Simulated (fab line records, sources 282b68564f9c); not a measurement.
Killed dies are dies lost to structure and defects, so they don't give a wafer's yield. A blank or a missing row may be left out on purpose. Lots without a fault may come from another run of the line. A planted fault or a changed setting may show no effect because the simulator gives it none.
fab line records | flow rit_cmos
record lots=14 wafers=42 last_day=7
route steps=202 shown ACTIVE@1 PRETRO@73 PSD@151 M1@188
lots that met no fault: from a run of the same line without faults
start_h: hours from the record's first day to the start of the lot's first wafer shown | wait_h: hours since the lot's step before | " the same as in the row above | L1.1+2: a row that stands for several wafers | - no value, or no start given | * or withheld: withheld | < > ~ a bound
route shown NAME@n: a module of which the file shows steps, and the number in the route of the first | usual: mean/standard deviation of fault-free wafers | same: alike in all rows | chamber/n: place in a boat | sites: the reading at each site | _std_site: their standard deviation | _edge_site: outer sites' mean less inner sites' | radius_mm: how far each site lies from the wafer's centre | mask NAME#n: copy n | behind: the tool/chamber that last shaped the wafer | hold: why the lot was held/for how many hours/how that ended | device: the transistor (n, p or np) that didn't switch | end of line: the same wafers' tests at the end of the route | a step without rows: its recipe alone | killed: dies lost to structure and defects at the first sort, not the wafer's yield | map: a wafer's dies, x killed, . not, _ none there
set.NAME: the setting as run; set.NAME@STEP: as run at that earlier step | model.NAME: the simulator's own value behind a step, which no gauge read
steps of the route over a sample of lots; a table a step, a row a wafer
services: from which hour (start_h, from the record's first day; less than 0 if before it) a tool's chamber was out of use, for how many hours, and why
## steps
# step RIT_ACTIVE_BOW_MEAS_00
# recipe mode=bow
# usual INCOMING_BOW=-1/6.7
# columns lot.wafer tool chamber start_h wait_h INCOMING_BOW[um]
L620.1 film_metro-04 - 10.00 - 1
L620.2 " - " " -9
L620.5 " - " " 4
L623.1 film_metro-02 - 25.00 - -3
L623.4 " - " " 3
L623.5 " - " " -8
L624.1 film_metro-01 - 30.00 - 0
L624.2 " - " " 5
L624.6 " - " " 5
L625.2 film_metro-02 - 35.02 - -5
L625.4 " - " " -3
L625.5 " - " " 6
L626.2 film_metro-04 - 40.02 - -12
L626.3 " - " " -3
L626.6 " - " " 3
L627.1 film_metro-04 - 45.00 - -18
L627.2 " - " " -1
L627.6 " - " " 0
L630.1 film_metro-04 - 60.00 - -1
L630.4 " - " " -10
L630.6 " - " " -6
L631.2 film_metro-02 - 65.02 - 3
L631.4 " - " " -8
L631.6 " - " " -5
L632.1 film_metro-02 - 70.00 - -14
L632.4 " - " " 14
L632.5 " - " " 9
L636.1 film_metro-02 - 90.00 - -7
L636.2 " - " " -10
L636.3 " - " " -13
L637.2 film_metro-02 - 95.02 - 3
L637.4 " - " " -4
L637.6 " - " " 4
L640.3 film_metro-04 - 110.04 - -10
L640.4 " - " " 1
L640.5 " - " " 14
L641.1 film_metro-02 - 115.00 - -6
L641.2 " - " " -1
L641.5 " - " " 4
L643.3 film_metro-01 - 125.04 - -2
L643.4 " - " " 1
L643.5 " - " " -3
# step RIT_PRETRO_STRIP_09
# recipe chemistry=O2 time_s=180 resist=NOVOLAK platen_temp_c=withheld power_w=500 pressure_mtorr=4000 o2_flow_sccm=4000
# usual drypump_motor_current_A=5.8/0.31
# columns lot.wafer tool chamber start_h wait_h drypump_motor_current_A rf_hours_counter_h
L620.1 plasma_asher-01 1 31.96 0.1 6.3 40
L620.2 " 0 " " 5.5 40
L620.5 " 0 " " 5.6 -
L623.1 plasma_asher-04 0 46.08 0.1 5.6 40
L623.4 " 0 " " 5.5 -
L623.5 " 1 " " 5.7 -
L624.1 plasma_asher-03 1 52.36 0.1 5.4 35
L624.2 " 0 " " 6.0 35
L624.6 " 0 " " 6.0 -
L625.2 plasma_asher-03 1 57.57 0.1 5.4 36
L625.4 " 0 " " 6.1 -
L625.5 " 1 " " 5.4 -
L626.2 plasma_asher-01 1 62.76 0.1 6.3 44
L626.3 " 0 " " 5.5 -
L626.6 " 1 " " 6.3 -
L627.1 plasma_asher-01 1 65.84 0.1 6.3 44
L627.2 " 0 " " 5.5 44
L627.6 " 0 " " 5.6 -
L630.1 plasma_asher-04 1 81.89 0.1 5.7 44
L630.4 " 0 " " 5.5 -
L630.6 " 1 " " 5.8 -
L631.2 plasma_asher-03 0 87.16 0.1 6.0 38
L631.4 " 1 " " 5.4 -
L631.6 " 1 " " 5.4 -
L632.1 plasma_asher-03 0 92.11 0.1 6.1 39
L632.4 " 1 " " 5.4 -
L632.5 " 0 " " 6.1 -
L636.1 plasma_asher-01 1 111.76 0.1 6.3 49
L636.2 " 0 " " 5.6 49
L636.3 " 0 " " 5.6 -
L637.2 plasma_asher-04 0 118.36 0.1 5.5 48
L637.4 " 0 " " 5.5 -
L637.6 " 1 " " 5.7 -
L640.3 plasma_asher-04 0 132.32 0.1 5.5 -
L640.4 " 1 " " 5.8 -
L640.5 " 1 " " 5.8 -
L641.1 plasma_asher-04 1 136.31 0.1 5.7 50
L641.2 " 0 " " 5.5 50
L641.5 " 1 " " 5.7 -
L643.3 plasma_asher-04 0 146.69 0.1 5.6 -
L643.4 " 1 " " 5.7 -
L643.5 " 1 " " 5.8 -
# step RIT_PSD_STRIP_09
# recipe chemistry=O2 time_s=180 resist=NOVOLAK platen_temp_c=withheld power_w=500 pressure_mtorr=4000 o2_flow_sccm=4000
# usual drypump_motor_current_A=5.8/0.38
# columns lot.wafer tool chamber start_h wait_h drypump_motor_current_A rf_hours_counter_h
L620.1 plasma_asher-01 0 50.18 0.1 5.6 42
L620.2 " 1 " " 6.3 42
L620.5 " 1 " " 6.3 -
L623.1 plasma_asher-01 1 64.40 0.1 6.3 44
L623.4 " 0 " " 5.6 -
L623.5 " 1 " " 6.3 -
L624.1 plasma_asher-01 0 70.40 0.1 5.6 44
L624.2 " 1 " " 6.3 44
L624.6 " 1 " " 6.3 -
L625.2 plasma_asher-03 1 77.71 0.1 5.4 37
L625.4 " 0 " " 6.1 -
L625.5 " 0 " " 6.1 -
L626.2 plasma_asher-03 0 79.70 0.1 6.1 38
L626.3 " 1 " " 5.4 -
L626.6 " 1 " " 5.4 -
L627.1 plasma_asher-02 0 84.55 0.1 5.1 32
L627.2 " 1 " " 6.0 32
L627.6 " 1 " " 6.0 -
L630.1 plasma_asher-02 1 98.76 0.1 5.9 33
L630.4 " 1 " " 6.0 -
L630.6 " 1 " " 5.9 -
L631.2 plasma_asher-03 0 105.06 0.1 6.0 41
L631.4 " 0 " " 6.0 -
L631.6 " 1 " " 5.4 -
L632.1 plasma_asher-01 1 108.80 0.1 6.3 49
L632.4 " 0 " " 5.6 -
L632.5 " 0 " " 5.5 -
L636.1 plasma_asher-02 0 129.75 0.1 5.1 37
L636.2 " 1 " " 5.9 37
L636.3 " 1 " " 5.9 -
L637.2 plasma_asher-03 1 136.47 0.1 5.4 2
L637.4 " 1 " " 5.4 -
L637.6 " 1 " " 5.4 -
L640.3 plasma_asher-01 0 149.68 0.1 5.6 -
L640.4 " 1 " " 6.3 -
L640.5 " 1 " " 6.3 -
L641.1 plasma_asher-03 0 153.18 0.1 6.1 4
L641.2 " 1 " " 5.4 4
L641.5 " 1 " " 5.4 -
L643.3 plasma_asher-01 1 164.91 0.1 6.3 -
L643.4 " 0 " " 5.5 -
L643.5 " 0 " " 5.6 -
# step RIT_M1_COAT_04
# recipe resist=NOVOLAK spin_rpm=2000 resist_thk_nm=1300
# columns lot.wafer tool chamber start_h wait_h
L620.1+2+5 litho_track-03 0 54.68 0.1
L623.1+4+5 litho_track-01 0 69.03 0.1
L624.1+2+6 litho_track-04 0 75.16 0.1
L625.2+4+5 litho_track-03 0 82.70 0.1
L626.2+3+6 litho_track-04 0 84.33 0.1
L627.1+2+6 litho_track-01 0 89.06 0.1
L630.1+4+6 litho_track-01 0 103.51 0.1
L631.2+4+6 litho_track-04 0 109.72 0.1
L632.1+4+5 litho_track-04 0 113.59 0.1
L636.1+2+3 litho_track-04 0 134.41 0.1
L637.2+4+6 litho_track-04 0 141.00 0.1
L640.3+4+5 litho_track-01 0 154.46 0.1
L641.1+2+5 litho_track-03 0 157.97 0.1
L643.3+4+5 litho_track-03 0 169.53 0.1
# step RIT_M1_CD_MEAS_09
# recipe target_cd_nm=2600
# usual cd_nm=2601.0/2.1
# columns lot.wafer tool chamber start_h wait_h cd_nm
L620.1 cd_sem-01 - 55.54 - 2603.0
L620.2 " - " " 2603.9
L620.5 " - " " 2602.1
L623.1 cd_sem-01 - 69.89 - 2599.3
L623.4 " - " " 2596.8
L623.5 " - " " 2598.6
L624.1 cd_sem-01 - 75.89 - 2598.6
L624.2 " - " " 2599.4
L624.6 " - " " 2599.1
L625.2 cd_sem-01 - 83.55 - 2599.5
L625.4 " - " " 2600.5
L625.5 " - " " 2601.4
L626.2 cd_sem-01 - 85.06 - 2601.6
L626.3 " - " " 2600.0
L626.6 " - " " 2599.9
L627.1 cd_sem-01 - 89.79 - 2599.7
L627.2 " - " " 2600.3
L627.6 " - " " 2600.3
L630.1 cd_sem-01 - 104.24 - 2604.7
L630.4 " - " " 2600.5
L630.6 " - " " 2603.9
L631.2 cd_sem-01 - 110.57 - 2600.5
L631.4 " - " " 2601.1
L631.6 " - " " 2600.0
L632.1 cd_sem-01 - 114.32 - 2602.4
L632.4 " - " " 2600.3
L632.5 " - " " 2601.3
L636.1 cd_sem-01 - 135.31 - 2572.4
L636.2 " - " " 2573.3
L636.3 " - " " 2574.5
L637.2 cd_sem-01 - 141.79 - 2574.2
L637.4 " - " " 2576.7
L637.6 " - " " 2576.4
L640.3 cd_sem-02 - 155.30 - 2601.1
L640.4 " - " " 2601.7
L640.5 " - " " 2601.7
L641.1 cd_sem-02 - 158.70 - 2600.6
L641.2 " - " " 2602.7
L641.5 " - " " 2603.4
L643.3 cd_sem-01 - 170.39 - 2602.9
L643.4 " - " " 2604.1
L643.5 " - " " 2603.1
# step RIT_M1_PROBE_99
# usual defect_limited_yield=97.4/1.2 killed_at_M0_to_M3=0.0/0.12 killed_at_contacts=0.1/0.27 killed_at_front_end=7/3.1 killed_dies=7/3.1 killed_open=3.6/2.3 killed_short=3.2/2 sort_bin_3_pad_short=0.1/0.22 sort_bin_5_function=1.5/0.87 sort_bin_6_memory=0.9/0.64 sort_n_pass=257/3.1 sort_yield_pct=97.4/1.2
# same gross_dies=264 killed_at_M4_up=0 killed_at_back_side=0 killed_at_other=0
# columns lot.wafer tool chamber start_h wait_h defect_limited_yield[%] killed_at_M0_to_M3 killed_at_contacts killed_at_front_end killed_dies killed_open killed_short sort_bin_3_pad_short[%] sort_bin_5_function[%] sort_bin_6_memory[%] sort_n_pass sort_yield_pct[%]
L620.1 prober-02 - 58.56 0.1 93.2 0 0 18 18 12 6 0.8 3.8 2.3 246 93.2
L620.2 prober-02 - 58.61 0.1 98.9 0 0 3 3 2 1 0 0.8 0.4 261 98.9
L620.5 prober-02 - 58.76 0.2 97.0 0 0 8 8 5 3 0 1.1 1.9 256 97.0
L623.1 prober-01 - 73.56 0.1 96.2 0 0 10 10 4 6 0 2.3 1.5 254 96.2
L623.4 prober-01 - 73.71 0.2 97.0 0 0 8 8 4 4 0 3.0 0 256 97.0
L623.5 prober-01 - 73.76 0.2 97.7 0 0 6 6 1 5 0.4 1.9 0 258 97.7
L624.1 prober-01 - 79.08 0.1 97.3 0 0 7 7 6 1 0.4 1.5 0.8 257 97.3
L624.2 prober-01 - 79.13 0.1 99.2 0 0 2 2 1 1 0 0.8 0 262 99.2
L624.6 prober-01 - 79.33 0.2 97.0 0 0 8 8 5 3 0 2.3 0.8 256 97.0
L625.2 prober-02 - 86.24 0.1 97.7 0 0 6 6 2 4 0.4 1.1 0.8 258 97.7
L625.4 prober-02 - 86.34 0.2 97.7 0 0 6 6 1 5 0.4 1.1 0.8 258 97.7
L625.5 prober-02 - 86.39 0.2 97.0 0 0 8 8 4 4 0 1.1 1.9 256 97.0
L626.2 prober-01 - 89.05 0.1 96.6 0 0 9 9 7 2 0.8 0.8 1.9 255 96.6
L626.3 prober-01 - 89.10 0.2 95.8 0 0 11 11 4 7 0.4 2.7 1.1 253 95.8
L626.6 prober-01 - 89.25 0.2 97.3 0 0 7 7 1 6 0 1.5 1.1 257 97.3
L627.1 prober-02 - 93.60 0.1 98.9 0 0 3 3 0 3 0.4 0 0.8 261 98.9
L627.2 prober-02 - 93.65 0.1 97.3 0 0 7 7 2 5 0.4 0.8 1.5 257 97.3
L627.6 prober-02 - 93.85 0.2 98.5 0 0 4 4 3 1 0.4 1.1 0 260 98.5
L630.1 prober-01 - 106.95 0.1 97.3 0 0 7 7 2 5 0 0.8 1.9 257 97.3
L630.4 prober-01 - 107.10 0.2 99.2 0 0 2 2 1 1 0 0.8 0 262 99.2
L630.6 prober-01 - 107.20 0.2 96.6 0 0 9 9 6 3 0 2.3 1.1 255 96.6
L631.2 prober-02 - 113.46 0.1 97.7 0 0 6 6 4 2 0 1.5 0.8 258 97.7
L631.4 prober-02 - 113.56 0.2 98.1 0 0 5 5 1 3 0 1.9 0 259 98.1
L631.6 prober-02 - 113.66 0.2 97.3 0 0 7 7 6 1 0.4 1.5 0.8 257 97.3
L632.1 prober-01 - 117.00 0.1 97.3 0 0 7 7 3 4 0 1.9 0.8 257 97.3
L632.4 prober-01 - 117.15 0.2 96.6 0 0 9 9 5 4 0.4 1.9 1.1 255 96.6
L632.5 prober-01 - 117.20 0.2 98.1 0 0 5 5 3 2 0.4 1.5 0 259 98.1
L636.1 prober-01 - 138.14 0.1 97.7 0 0 6 6 3 3 0 1.9 0.4 258 97.7
L636.2 prober-01 - 138.19 0.1 93.9 0 2 14 16 8 8 0.4 3.8 1.9 248 93.9
L636.3 prober-01 - 138.24 0.2 99.2 0 0 2 2 0 1 0 0.8 0 262 99.2
L637.2 prober-02 - 144.52 0.1 99.2 1 0 1 2 2 0 0 0.4 0.4 262 99.2
L637.4 prober-02 - 144.62 0.2 94.7 0 0 14 14 11 3 0 3.4 1.9 250 94.7
L637.6 prober-02 - 144.72 0.2 98.1 0 0 5 5 2 3 0 1.1 0.8 259 98.1
L640.3 prober-01 - 158.02 0.2 97.3 0 1 6 7 2 4 0 1.5 1.1 257 97.3
L640.4 prober-01 - 158.07 0.2 98.1 0 0 5 5 1 4 0 1.1 0.8 259 98.1
L640.5 prober-01 - 158.12 0.2 97.3 0 0 7 7 4 3 0 0.4 2.3 257 97.3
L641.1 prober-02 - 161.36 0.1 99.6 0 0 1 1 0 1 0 0 0.4 263 99.6
L641.2 prober-02 - 161.41 0.1 98.1 0 0 5 5 3 2 0 1.1 0.8 259 98.1
L641.5 prober-02 - 161.56 0.2 98.5 0 0 4 4 3 1 0 0.4 1.1 260 98.5
L643.3 prober-02 - 173.11 0.2 96.2 0 0 10 10 6 4 0 3.4 0.4 254 96.2
L643.4 prober-02 - 173.16 0.2 97.3 0 0 7 7 5 2 0 1.9 0.8 257 97.3
L643.5 prober-02 - 173.21 0.2 99.6 0 0 1 1 1 0 0 0.4 0 263 99.6
# killed by level:class
L620.1 GATE:geometric_particle:open=7 GATE:geometric_particle:short=3 REOX:geometric_particle:open=2 SILICIDE:geometric_particle:open=2 SILICIDE:geometric_particle:short=2 REOX:geometric_particle:short=1 SPACER:geometric_particle:open=1
L620.2 GATE:geometric_particle:open=2 SILICIDE:geometric_particle:short=1
L620.5 REOX:geometric_particle:open=4 REOX:geometric_particle:short=3 SPACER:geometric_particle:open=1
L623.1 GATE:geometric_particle:short=3 REOX:geometric_particle:short=3 GATE:geometric_particle:open=2 REOX:geometric_particle:open=2
L623.4 GATE:geometric_particle:open=3 FOX2:geometric_particle:short=1 REOX:geometric_particle:short=1 SPACER:geometric_particle:short=1 SILICIDE:geometric_particle:short=1 SILICIDE:geometric_particle:open=1
L623.5 SPACER:geometric_particle:short=3 REOX:geometric_particle:short=1 REOX:geometric_particle:open=1 SILICIDE:geometric_particle:short=1
L624.1 GATE:geometric_particle:open=3 FOX2:geometric_particle:open=1 GATE:geometric_particle:short=1 REOX:geometric_particle:open=1 SILICIDE:geometric_particle:open=1
L624.2 GATE:geometric_particle:open=1 REOX:geometric_particle:short=1
L624.6 GATE:geometric_particle:open=3 FOX2:geometric_particle:short=1 GATE:geometric_particle:short=1 REOX:geometric_particle:open=1 SPACER:geometric_particle:short=1 SPACER:geometric_particle:open=1
L625.2 GATE:geometric_particle:short=2 FOX2:geometric_particle:open=1 GATE:geometric_particle:open=1 SPACER:geometric_particle:short=1 SILICIDE:geometric_particle:short=1
L625.4 GATE:geometric_particle:short=3 FOX2:geometric_particle:short=1 FOX2:geometric_particle:open=1 SILICIDE:geometric_particle:short=1
L625.5 SPACER:geometric_particle:short=3 GATE:geometric_particle:open=2 ACTIVE:geometric_particle:open=1 FOX2:geometric_particle:short=1 SPACER:geometric_particle:open=1
L626.2 FOX1:geometric_particle:open=2 GATE:geometric_particle:open=2 FOX2:geometric_particle:open=1 GATE:geometric_particle:short=1 SPACER:geometric_particle:open=1 SILICIDE:geometric_particle:short=1 SILICIDE:geometric_particle:open=1
L626.3 GATE:geometric_particle:short=4 REOX:geometric_particle:open=2 SILICIDE:geometric_particle:short=2 GATE:geometric_particle:open=1 REOX:geometric_particle:short=1 SPACER:geometric_particle:open=1
L626.6 FOX1:geometric_particle:short=3 GATE:geometric_particle:short=2 FOX2:geometric_particle:open=1 FOX2:geometric_particle:short=1
L627.1 GATE:geometric_particle:short=2 FOX2:geometric_particle:short=1
L627.2 GATE:geometric_particle:short=2 SPACER:geometric_particle:short=2 FOX1:geometric_particle:open=1 REOX:geometric_particle:short=1 SILICIDE:geometric_particle:open=1
L627.6 REOX:geometric_particle:open=2 GATE:geometric_particle:open=1 REOX:geometric_particle:short=1
L630.1 GATE:geometric_particle:short=5 GATE:geometric_particle:open=1 REOX:geometric_particle:open=1
L630.4 SPACER:geometric_particle:open=1 SILICIDE:geometric_particle:short=1
L630.6 SPACER:geometric_particle:open=3 GATE:geometric_particle:short=2 FOX1:geometric_particle:open=1 FOX2:geometric_particle:short=1 GATE:geometric_particle:open=1 REOX:geometric_particle:open=1
L631.2 FOX1:geometric_particle:short=2 GATE:geometric_particle:open=2 SPACER:geometric_particle:open=1 SILICIDE:geometric_particle:open=1
L631.4 GATE:geometric_particle:short=2 FOX2:geometric_particle:open=1 REOX:geometric_particle:short=1 PLDD:coat_microbubble_printed=1
L631.6 GATE:geometric_particle:open=2 SPACER:geometric_particle:open=2 FOX2:geometric_particle:open=1 GATE:geometric_particle:short=1 SILICIDE:geometric_particle:open=1
L632.1 GATE:geometric_particle:short=3 GATE:geometric_particle:open=2 FOX1:geometric_particle:open=1 REOX:geometric_particle:short=1
L632.4 GATE:geometric_particle:open=2 REOX:geometric_particle:open=2 REOX:geometric_particle:short=2 FOX1:geometric_particle:short=1 GATE:geometric_particle:short=1 SPACER:geometric_particle:open=1
L632.5 GATE:geometric_particle:open=2 GATE:geometric_particle:short=2 REOX:geometric_particle:open=1
L636.1 ACTIVE:geometric_particle:open=1 FOX1:geometric_particle:open=1 FOX2:geometric_particle:short=1 SPACER:geometric_particle:short=1 SILICIDE:geometric_particle:short=1 SILICIDE:geometric_particle:open=1
L636.2 GATE:geometric_particle:short=5 GATE:geometric_particle:open=4 FOX1:geometric_particle:short=1 FOX2:geometric_particle:open=1 CONTACT:geometric_particle:short=1 REOX:geometric_particle:short=1 SPACER:geometric_particle:open=1 SILICIDE:geometric_particle:open=1
L636.3 FOX2:geometric_particle:short=1 PSD:coat_microbubble_printed=1
L637.2 SPACER:geometric_particle:open=1 M1:geometric_particle:open=1
L637.4 GATE:geometric_particle:open=3 REOX:geometric_particle:open=2 SPACER:geometric_particle:open=2 SILICIDE:geometric_particle:open=2 ACTIVE:geometric_particle:short=1 FOX1:geometric_particle:open=1 FOX2:geometric_particle:open=1 GATE:geometric_particle:short=1
L637.6 GATE:geometric_particle:short=3 FOX1:geometric_particle:open=1 GATE:geometric_particle:open=1
L640.3 REOX:geometric_particle:short=2 FOX1:geometric_particle:short=1 GATE:geometric_particle:open=1 SPACER:geometric_particle:short=1 SILICIDE:geometric_particle:open=1 CONTACT:coat_microbubble_printed=1
L640.4 FOX2:geometric_particle:short=1 GATE:geometric_particle:short=1 GATE:geometric_particle:open=1 REOX:geometric_particle:short=1 SILICIDE:geometric_particle:short=1
L640.5 GATE:geometric_particle:open=3 GATE:geometric_particle:short=2 FOX1:geometric_particle:short=1 SILICIDE:geometric_particle:open=1
L641.1 SILICIDE:geometric_particle:short=1
L641.2 GATE:geometric_particle:open=2 GATE:geometric_particle:short=2 FOX1:geometric_particle:open=1
L641.5 FOX1:geometric_particle:open=2 FOX1:geometric_particle:short=1 SILICIDE:geometric_particle:open=1
L643.3 SPACER:geometric_particle:open=3 FOX1:geometric_particle:short=2 REOX:geometric_particle:open=2 FOX1:geometric_particle:open=1 GATE:geometric_particle:short=1 REOX:geometric_particle:short=1
L643.4 SPACER:geometric_particle:open=2 FOX1:geometric_particle:short=1 FOX1:geometric_particle:open=1 GATE:geometric_particle:short=1 REOX:geometric_particle:open=1 SILICIDE:geometric_particle:open=1
L643.5 GATE:geometric_particle:open=1
## services
# columns tool chamber start_h hours kind
plasma_asher-03 - 108.75 9.0 pm
plasma_asher-03 0 108.75 9.0 vent_cycle
plasma_asher-03 1 108.75 9.0 vent_cycle
plasma_asher-03 0 117.75 - clean
plasma_asher-03 1 117.75 - clean
plasma_asher-04 - 165.48 1.2 repair
## key
first_sign step=RIT_M1_CD_MEAS_09 reading=cd_nm direction=down sigmas=13 usual=2601.0 struck=2574.6 through=control_loop
effect none on later readings
met_at RIT_M1_COAT_04
struck_lots L636,L637
loop_trim step=RIT_M1_EXPOSE_06 setting=dose lots=L637
not_acting_at RIT_ACTIVE_BOW_MEAS_00,RIT_PRETRO_STRIP_09,RIT_PSD_STRIP_09
onset_between 113.59 134.41
fault kind=process_parameter_drift tool=litho_track-04 chamber=- onset_h=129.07 steps=RIT_M1_COAT_04 channel=resist_thk_nm offset=-282.78 shape=step end_h=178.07 acts_in=these_recipes_only stated=1300
# loop_trim: a control loop set the setting to another value than it would have without faults
